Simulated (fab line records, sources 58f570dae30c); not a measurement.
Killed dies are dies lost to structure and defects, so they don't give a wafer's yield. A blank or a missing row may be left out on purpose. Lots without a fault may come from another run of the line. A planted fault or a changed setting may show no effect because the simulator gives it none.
Which tool did it? | flow berkeley_cmos170 | 14 lots, 42 wafers sampled, at 2 steps of a route of 331

WHAT THE GAUGES READ, wafer by wafer
UCB170_PWELL_THK_MEAS_03.
lot  | measured    | on            | PWELL_OXIDE_THK (nm)
L738 | day 2 10:01 | film_metro-03 | 26.5 26.1 26.9
L740 | day 3 06:23 | film_metro-02 | 26.5 26.4 26.3
L741 | day 3 14:22 | film_metro-02 | 26.8 27.0 26.5
L742 | day 3 14:23 | film_metro-03 | 26.6 26.7 26.0
L743 | day 3 21:17 | film_metro-03 | 26.9 26.7 26.8
L746 | day 4 07:55 | film_metro-02 | 25.5 25.4 25.6
L747 | day 4 16:07 | film_metro-03 | 26.2 25.6 25.9
L748 | day 5 08:12 | film_metro-02 | 26.7 26.3 26.4
L750 | day 5 18:08 | film_metro-02 | 26.0 26.3 26.0
L751 | day 5 18:10 | film_metro-03 | 26.7 26.6 26.3
L754 | day 6 14:18 | film_metro-04 | 26.4 26.3 25.9
L757 | day 6 20:08 | film_metro-02 | 26.6 26.8 26.7
L760 | day 7 09:37 | film_metro-03 | 25.6 25.4 25.4
L761 | day 7 14:22 | film_metro-04 | 25.8 25.6 25.8

UCB170_PWELL_OVL_MEAS_13.
lot  | measured    | on         | PWELL_OVL (nm)
L738 | day 2 17:23 | overlay-01 | -3 2 -4
L740 | day 3 14:55 | overlay-02 | -1 -2 -2
L741 | day 3 18:38 | overlay-01 | 7 -3 0
L742 | day 3 18:55 | overlay-02 | -12 -6 -4
L743 | day 4 05:37 | overlay-02 | -10 1 -11
L746 | day 4 17:36 | overlay-01 | 5 2 -2
L747 | day 5 01:02 | overlay-01 | -5 -4 -8
L748 | day 5 20:41 | overlay-01 | 6 5 14
L750 | day 6 01:04 | overlay-01 | 15 11 13
L751 | day 6 01:20 | overlay-02 | -6 -5 -2
L754 | day 6 19:44 | overlay-01 | 5 7 12
L757 | day 7 05:04 | overlay-02 | -5 -10 -4
L760 | day 7 17:19 | overlay-02 | -2 -2 -3
L761 | day 7 22:58 | overlay-02 | -2 -5 -4

WHICH TOOL RAN EACH LOT (tool, then ch and the chambers of the sampled wafers, then the start)
The record holds no process step before these readings.

WHAT THE TOOLS THEMSELVES READ (means of the sampled wafers that have a number; where no wafer has one, the mark that the record gives instead)
The record holds no such reading with a usual standard deviation.

THE ANSWER, worked out from the rows above alone
Rule: what is usual is taken from the lots themselves. Put in order of their means at a reading, lots are off if they are a third of the lots or fewer, leave a main group of 4 or more, and stand apart from it by a gap of 3 or more times the standard deviation of the main group's means; of several such gaps the widest counts. A main group whose means are all the same, to the digits that the tables above print for the reading, isn't used. A lot without any number at a reading at which 4 lots or more have one is off too. The other lots that the step has rows for count as sound. The gauges are gone through in route order, then the tools' own readings, and for those a lot's mean is taken as printed above. The first step at which some lot is off is used, and at that step the reading that is off furthest; a lot without a number counts as furthest.
No lot is off at any reading shown: from this, nothing can be told.

WHAT THE SIMULATOR HAD PUT IN
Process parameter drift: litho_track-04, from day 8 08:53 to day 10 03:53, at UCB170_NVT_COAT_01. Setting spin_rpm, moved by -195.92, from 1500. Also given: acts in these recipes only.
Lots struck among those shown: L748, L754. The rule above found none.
